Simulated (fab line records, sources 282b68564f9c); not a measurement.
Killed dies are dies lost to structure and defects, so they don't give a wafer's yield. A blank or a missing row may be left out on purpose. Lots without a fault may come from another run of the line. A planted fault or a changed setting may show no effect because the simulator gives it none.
Split-lot experiment | flow rit_cmos | 5 lots, 23 wafers read, on a route of 202 steps

THE SPLIT
At RIT_NSD_IMPLANT_08, the setting energy_kev was moved away from the recipe's 25 on 5 of the 23 wafers read, by +2.8% to +4.5%. The other wafers ran this setting at the recipe's value.

The reading is taken at the split's own step.

THE READING
implant.drp_nm (the simulator's own value, which no gauge read), in nm, at RIT_NSD_IMPLANT_08. The file gives no usual value for it.

wafer  | tool, chamber at the split | energy_kev as run | against the recipe | implant.drp_nm, nm | against lot-mates on the recipe
L074.2 | implanter-03, 0            | 25                | recipe             | 14.84              | -
L074.4 | implanter-03, 0            | 25                | recipe             | 14.84              | -
L074.5 | implanter-03, 0            | 25                | recipe             | 14.84              | -
L077.1 | implanter-03, 0            | 25                | recipe             | 14.84              | -
L077.2 | implanter-03, 0            | 25                | recipe             | 14.84              | -
L077.3 | implanter-03, 0            | 25                | recipe             | 14.84              | -
L077.4 | implanter-03, 0            | 25                | recipe             | 14.84              | -
L077.6 | implanter-03, 0            | 25                | recipe             | 14.84              | -
L079.1 | implanter-01, 0            | 25                | recipe             | 14.84              | -
L079.5 | implanter-01, 0            | 25                | recipe             | 14.84              | -
L079.6 | implanter-01, 0            | 25                | recipe             | 14.84              | -
L079.2 | implanter-01, 0            | 26.12             | +4.5%              | 15.23              | +0.39
L079.4 | implanter-01, 0            | 26.12             | +4.5%              | 15.23              | +0.39
L081.1 | implanter-04, 0            | 25                | recipe             | 14.84              | -
L081.3 | implanter-04, 0            | 25                | recipe             | 14.84              | -
L081.4 | implanter-04, 0            | 25                | recipe             | 14.84              | -
L081.5 | implanter-04, 0            | 25                | recipe             | 14.84              | -
L081.6 | implanter-04, 0            | 25                | recipe             | 14.84              | -
L083.1 | implanter-03, 0            | 25.69             | +2.8%              | 15.08              | +0.24
L083.4 | implanter-03, 0            | 25.69             | +2.8%              | 15.08              | +0.24
L083.5 | implanter-03, 0            | 25.69             | +2.8%              | 15.08              | +0.24
L083.2 | implanter-03, 0            | 25                | recipe             | 14.84              | -
L083.6 | implanter-03, 0            | 25                | recipe             | 14.84              | -

THE FIT
A straight line over all 23 wafers: implant.drp_nm changes by +0.087 nm for each +1% of energy_kev; r = +1.00; the points scatter about the line by 8e-05 nm.
The same after taking each lot's own level away (the mean of its wafers on the recipe; 23 wafers): +0.087 nm for each +1%; r = +1.00; scatter 8e-05 nm.
On that fit, the largest move of energy_kev shifts the reading by 0.39 nm.
The lots' own levels span 14.840 to 14.840 nm.
So the lot-to-lot level changes the slope little: the two slopes agree.
Check: with one of the wafers moved furthest among these (+4.5%) left out of the fit, the line predicts +0.39 nm for it against its lot-mates. It came out at +0.39 nm against them.

OTHER SPLITS ON THESE WAFERS
These wafers also went through other splits before the reading. Each is held against what the fit with the lots' levels taken away leaves over:
other split on the same wafers  | wafers away from the commonest value | r with implant.drp_nm (lot level and that fit taken away)
RIT_ACTIVE_OXIDATION_01 temp_c  | 15                                   | -0.66
RIT_ACTIVE_HARDBAKE_12 temp_c   | 5                                    | +0.28
RIT_NWELL_IMPLANT_08 dose_cm2   | 8                                    | -0.72
RIT_PWELL_IMPLANT_08 energy_kev | 8                                    | -0.17
RIT_PRETRO_IMPLANT_08 dose_cm2  | 11                                   | -0.08
RIT_GATE_CVD_08 time_s          | 15                                   | -0.68
RIT_GATE_COAT_11 spin_rpm       | 7                                    | +0.04
RIT_GATE_ETCH_19 time_s         | 10                                   | -0.24
RIT_NLDD_IMPLANT_08 energy_kev  | 6                                    | -0.06
RIT_PLDD_IMPLANT_08 dose_cm2    | 9                                    | -0.34
RIT_SPACER_ETCHBACK_05 rf_w     | 7                                    | -0.12

THE FILE'S OWN FIT
implant.drp_nm changes by +0.0888 nm for each +1% of energy_kev, r = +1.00.
